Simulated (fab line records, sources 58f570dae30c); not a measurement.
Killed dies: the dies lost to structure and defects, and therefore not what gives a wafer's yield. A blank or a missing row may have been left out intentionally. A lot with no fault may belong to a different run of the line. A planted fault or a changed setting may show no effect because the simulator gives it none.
Shared-tool check | flow berkeley_cmos170 | Sample size 14 lots and 42 wafers

WHY THIS WAS OPENED
At UCB170_WELLDRIVE_THK_MEAS_02 the reading WELLDRIVE_OXIDE_THK is flagged on 2 of 14 lots. No-fault wafers: 199 nm, standard deviation 3.9.
Rule: a lot is flagged when every wafer of it that has a number lies more than 4 standard deviations from that mean, or none has a number. The rest of the lots are taken to be sound.

lot  | measured    | on            | WELLDRIVE_OXIDE_THK (nm), wafer by wafer | flag
L717 | day 4 00:11 | film_metro-01 | 194 197 195                              |
L716 | day 4 00:11 | film_metro-03 | 202 203 203                              |
L719 | day 4 12:43 | film_metro-03 | 194 190 196                              |
L718 | day 4 16:39 | film_metro-01 | 195 197 198                              |
L721 | day 5 03:11 | film_metro-03 | 202 203 202                              |
L720 | day 5 03:12 | film_metro-01 | 197 202 202                              |
L723 | day 5 12:43 | film_metro-03 | 198 198 199                              |
L726 | day 6 08:11 | film_metro-01 | 142 141 143                              | FLAGGED
L727 | day 6 08:12 | film_metro-04 | 150 149 150                              | FLAGGED
L733 | day 8 00:05 | film_metro-01 | 204 198 202                              |
L734 | day 8 00:05 | film_metro-03 | 202 201 204                              |
L735 | day 8 15:11 | film_metro-01 | 193 193 192                              |
L737 | day 8 15:11 | film_metro-04 | 201 202 199                              |
L736 | day 8 15:17 | film_metro-01 | 198 196 200                              |
The numbers of the flagged lots are 146 nm on average: -53 nm against the usual, or -14 standard deviations.

TOOL THAT RAN EACH LOT
The record keeps 1 process step preceding the reading, out of 331 steps on the route. Read each cell as the tool, then ch plus the chambers that the sampled wafers visited, then the start.
lot  | flag    | UCB170_WELLDRIVE_OXIDATION_01
L717 |         | furnace-02 ch 0, day 3 20:41
L716 |         | furnace-02 ch 0, day 3 20:41
L719 |         | furnace-01 ch 0, day 4 09:13
L718 |         | furnace-02 ch 0, day 4 13:08
L721 |         | furnace-02 ch 0, day 4 23:38
L720 |         | furnace-02 ch 0, day 4 23:38
L723 |         | furnace-04 ch 0, day 5 09:12
L726 | FLAGGED | furnace-02 ch 0, day 6 04:41
L727 | FLAGGED | furnace-02 ch 0, day 6 04:41
L733 |         | furnace-01 ch 0, day 7 20:35
L734 |         | furnace-01 ch 0, day 7 20:35
L735 |         | furnace-01 ch 0, day 8 11:41
L737 |         | furnace-01 ch 0, day 8 11:41
L736 |         | furnace-01 ch 0, day 8 11:41
What these steps do:
- UCB170_WELLDRIVE_OXIDATION_01: target thk 199 nm, ox time 9000 s.
- UCB170_WELLDRIVE_THK_MEAS_02

FLAGGED AGAINST TOTAL, ONE TOOL AT A TIME (gauges that did the reading follow at the end)
step                          | tool          | lots run | flagged | share of the flagged lots | sound lots run after its first flagged lot
UCB170_WELLDRIVE_OXIDATION_01 | furnace-01    | 6        | 0       | none                      | -
UCB170_WELLDRIVE_OXIDATION_01 | furnace-02    | 7        | 2       | all                       | 0
UCB170_WELLDRIVE_OXIDATION_01 | furnace-04    | 1        | 0       | none                      | -
UCB170_WELLDRIVE_THK_MEAS_02  | film_metro-01 | 7        | 1       | some                      | 3 (L733,L735,L736)
UCB170_WELLDRIVE_THK_MEAS_02  | film_metro-03 | 5        | 0       | none                      | -
UCB170_WELLDRIVE_THK_MEAS_02  | film_metro-04 | 2        | 1       | some                      | 1 (L737)

WHAT THE TABLE PERMITS
1 row of the table ran every flagged lot: furnace-02 at UCB170_WELLDRIVE_OXIDATION_01.
- furnace-02 at UCB170_WELLDRIVE_OXIDATION_01 ran 7 lots, 2 of them flagged. It ran its last sound lot, L720, at day 4 23:38 and its first flagged lot, L726, at day 6 04:41: a fault with its onset between the two fits.
Just one tool remains: furnace-02 at UCB170_WELLDRIVE_OXIDATION_01.

WHAT THE SIMULATOR HAD INSERTED
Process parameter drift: furnace-02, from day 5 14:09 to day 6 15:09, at UCB170_WELLDRIVE_OXIDATION_01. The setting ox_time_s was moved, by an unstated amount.
Shown lots that were struck: L726, L727. The rule above found the same.
